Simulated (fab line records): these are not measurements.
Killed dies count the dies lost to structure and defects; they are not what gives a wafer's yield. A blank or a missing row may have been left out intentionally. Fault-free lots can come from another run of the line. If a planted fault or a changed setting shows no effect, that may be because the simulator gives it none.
Split-lot experiment / flow rit_cmos / 23 wafers read across 5 lots, on a route 202 steps long

SPLIT DETAILS
At RIT_PRETRO_IMPLANT_08, the setting energy_kev was moved away from the recipe's 45 on 9 of the 23 wafers read, by -5.5% to +2.7%. This setting was run at the recipe's value on the other wafers.

The split's own step is where the reading is taken.

THE READING
The simulator's own value implant.drp_nm, read by no gauge, in nm at RIT_PRETRO_IMPLANT_08. The file gives no usual value for it.

wafer=L078.1; tool, chamber at the split=implanter-01, 0; energy_kev as run=45; against the recipe=recipe; implant.drp_nm, nm=55.07; against lot-mates on the recipe=-
wafer=L078.4; tool, chamber at the split=implanter-01, 0; energy_kev as run=45; against the recipe=recipe; implant.drp_nm, nm=55.07; against lot-mates on the recipe=-
wafer=L078.6; tool, chamber at the split=implanter-01, 0; energy_kev as run=45; against the recipe=recipe; implant.drp_nm, nm=55.07; against lot-mates on the recipe=-
wafer=L078.3; tool, chamber at the split=implanter-01, 0; energy_kev as run=46.21; against the recipe=+2.7%; implant.drp_nm, nm=55.94; against lot-mates on the recipe=+0.87
wafer=L078.5; tool, chamber at the split=implanter-01, 0; energy_kev as run=46.21; against the recipe=+2.7%; implant.drp_nm, nm=55.94; against lot-mates on the recipe=+0.87
wafer=L079.1; tool, chamber at the split=implanter-03, 0; energy_kev as run=42.53; against the recipe=-5.5%; implant.drp_nm, nm=53.24; against lot-mates on the recipe=-1.83
wafer=L079.2; tool, chamber at the split=implanter-03, 0; energy_kev as run=42.53; against the recipe=-5.5%; implant.drp_nm, nm=53.24; against lot-mates on the recipe=-1.83
wafer=L079.3; tool, chamber at the split=implanter-03, 0; energy_kev as run=45; against the recipe=recipe; implant.drp_nm, nm=55.07; against lot-mates on the recipe=-
wafer=L079.5; tool, chamber at the split=implanter-03, 0; energy_kev as run=45; against the recipe=recipe; implant.drp_nm, nm=55.07; against lot-mates on the recipe=-
wafer=L079.6; tool, chamber at the split=implanter-03, 0; energy_kev as run=45; against the recipe=recipe; implant.drp_nm, nm=55.07; against lot-mates on the recipe=-
wafer=L080.1; tool, chamber at the split=implanter-03, 0; energy_kev as run=45; against the recipe=recipe; implant.drp_nm, nm=55.07; against lot-mates on the recipe=-
wafer=L080.2; tool, chamber at the split=implanter-03, 0; energy_kev as run=45; against the recipe=recipe; implant.drp_nm, nm=55.07; against lot-mates on the recipe=-
wafer=L080.5; tool, chamber at the split=implanter-03, 0; energy_kev as run=45; against the recipe=recipe; implant.drp_nm, nm=55.07; against lot-mates on the recipe=-
wafer=L080.3; tool, chamber at the split=implanter-03, 0; energy_kev as run=43.52; against the recipe=-3.3%; implant.drp_nm, nm=53.98; against lot-mates on the recipe=-1.09
wafer=L080.6; tool, chamber at the split=implanter-03, 0; energy_kev as run=43.52; against the recipe=-3.3%; implant.drp_nm, nm=53.98; against lot-mates on the recipe=-1.09
wafer=L081.1; tool, chamber at the split=implanter-01, 0; energy_kev as run=45.77; against the recipe=+1.7%; implant.drp_nm, nm=55.63; against lot-mates on the recipe=+0.56
wafer=L081.5; tool, chamber at the split=implanter-01, 0; energy_kev as run=45.77; against the recipe=+1.7%; implant.drp_nm, nm=55.63; against lot-mates on the recipe=+0.56
wafer=L081.6; tool, chamber at the split=implanter-01, 0; energy_kev as run=45.77; against the recipe=+1.7%; implant.drp_nm, nm=55.63; against lot-mates on the recipe=+0.56
wafer=L081.3; tool, chamber at the split=implanter-01, 0; energy_kev as run=45; against the recipe=recipe; implant.drp_nm, nm=55.07; against lot-mates on the recipe=-
wafer=L081.4; tool, chamber at the split=implanter-01, 0; energy_kev as run=45; against the recipe=recipe; implant.drp_nm, nm=55.07; against lot-mates on the recipe=-
wafer=L084.1; tool, chamber at the split=implanter-03, 0; energy_kev as run=45; against the recipe=recipe; implant.drp_nm, nm=55.07; against lot-mates on the recipe=-
wafer=L084.2; tool, chamber at the split=implanter-03, 0; energy_kev as run=45; against the recipe=recipe; implant.drp_nm, nm=55.07; against lot-mates on the recipe=-
wafer=L084.3; tool, chamber at the split=implanter-03, 0; energy_kev as run=45; against the recipe=recipe; implant.drp_nm, nm=55.07; against lot-mates on the recipe=-

FIT RESULTS
A straight line over all 23 wafers: implant.drp_nm changes by +0.331 nm for each +1% of energy_kev; r = +1.00; the points scatter about the line by 0.0067 nm.
The same after taking each lot's own level away (the mean of its wafers on the recipe; 23 wafers): +0.331 nm for each +1%; r = +1.00; scatter 0.0067 nm.
The reading moves by 1.8 nm for the largest change in energy_kev, on that fit.
The lots' own levels span 55.070 to 55.070 nm.
So the lot-to-lot level changes the slope little: the two slopes agree.
Check: for one of the wafers moved furthest among these (-5.5%), held out of the fit, the line's prediction against its lot-mates is -1.82 nm. Against them it came out at -1.83 nm.

OTHER SPLITS ON THESE WAFERS
Before the reading, these wafers also passed through other splits. Each is held against what the fit with the lots' levels taken away leaves over:
other split on the same wafers=RIT_ACTIVE_OXIDATION_01 ox_time_s; wafers away from the commonest value=15; r with implant.drp_nm (lot level and that fit taken away)=+0.16
other split on the same wafers=RIT_ACTIVE_COAT_06 spin_rpm; wafers away from the commonest value=9; r with implant.drp_nm (lot level and that fit taken away)=-0.05
other split on the same wafers=RIT_FOX2_OXIDATION_00 ox_time_s; wafers away from the commonest value=10; r with implant.drp_nm (lot level and that fit taken away)=-0.26

THE WHOLE CHAIN: every reading that the file lists as answering this split, in the file's order
step=RIT_PRETRO_IMPLANT_08; what it does=; reading=implant.rp_nm (the simulator's own value, which no gauge read); change (the file's fit)=+1.36 nm for each +1% of the setting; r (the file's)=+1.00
step=RIT_PRETRO_IMPLANT_08; what it does=; reading=implant.drp_nm (the simulator's own value, which no gauge read); change (the file's fit)=+0.331 nm for each +1% of the setting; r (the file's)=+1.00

FILE'S OWN FIT
implant.drp_nm changes by +0.331 nm for each +1% of energy_kev, r = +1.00.
